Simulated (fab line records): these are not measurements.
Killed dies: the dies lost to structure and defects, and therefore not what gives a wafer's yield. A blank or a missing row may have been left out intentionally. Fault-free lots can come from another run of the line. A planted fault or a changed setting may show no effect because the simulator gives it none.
Matching of chambers | flow berkeleyCmos170 | UCB170_GATE_ETCH_14 on rieDiel-01: 4 sister chambers
The step etches BARC in N2/H2. 14 wafers are shown with their chamber, then 7 later ones without.

EACH WAFER AND ITS CHAMBER
wafer  | chamber | throttleValvePct (%) | oesProductAu (a.u.) | chamberPressureMTorr (mTorr)
L659.1 | 2       | 13.28                | 1.036               | 30.001
L659.3 | 0       | 13.32                | 0.977               | 29.986
L659.5 | 3       | 13.26                | 1.006               | 29.970
L662.4 | 1       | 13.49                | 1.036               | 30.042
L662.5 | 3       | 13.26                | 1.007               | 29.981
L662.6 | 0       | 13.32                | 0.983               | 29.956
L665.3 | 0       | 13.33                | 0.978               | 29.983
L665.5 | 3       | 13.23                | 1.007               | 30.013
L665.6 | 0       | 13.32                | 0.969               | 30.049
L667.3 | 1       | 13.50                | 1.021               | 30.014
L667.4 | 2       | 13.24                | 0.992               | 30.014
L667.6 | 0       | 13.32                | 0.966               | 30.017
L673.1 | 0       | 13.31                | 0.971               | 30.066
L673.3 | 2       | 13.25                | 1.003               | 29.990

SIGNATURES, as means of the wafers listed above
reading              | chamber 0 | chamber 1 | chamber 2 | chamber 3 | scatter within a chamber
throttleValvePct     | 13.3200   | 13.4950   | 13.2567   | 13.2500   | 0.0131
oesProductAu         | 0.97400   | 1.02850   | 1.01033   | 1.00667   | 0.0117
chamberPressureMTorr | 30.00950  | 30.02800  | 30.00167  | 29.98800  | 0.0326
Rule: for each reading, subtract the chamber's mean from the wafer's reading, divide by that reading's scatter and square the result; add these up over the readings and take the root, which gives the wafer's distance from the chamber. If the next closest chamber is less than 2 further off than the closest, the wafer can't be placed; otherwise it belongs to the closest. The scatter is the square root of a quotient: the sum, over the shown wafers, of each reading's squared deviation from its chamber's mean, divided by wafers minus chambers.

WAFERS WITH NO CHAMBER GIVEN
wafer  | throttleValvePct (%) | oesProductAu (a.u.) | chamberPressureMTorr (mTorr)
L673.4 | 13.26                | 1.002               | 30.002
L676.1 | 13.33                | 0.971               | 30.013
L676.4 | 13.48                | 1.029               | 30.045
L676.5 | 13.23                | 1.002               | 30.018
L678.2 | 13.50                | 1.024               | 29.990
L678.4 | 13.26                | 1.007               | 29.962
L678.6 | 13.25                | 0.994               | 30.033

THE CHAMBER EACH PASSED THROUGH
wafer  | from the rows above     | in truth
L673.4 | can't be placed: 2 or 3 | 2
L676.1 | 0                       | 0
L676.4 | 1                       | 1
L676.5 | can't be placed: 3 or 2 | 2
L678.2 | 1                       | 1
L678.4 | can't be placed: 3 or 2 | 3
L678.6 | can't be placed: 3 or 2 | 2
Correct placement for 3 of the 7. From these rows, 4 cannot be placed; in 4 the true chamber is one of the candidates. Number placed wrongly: 0.
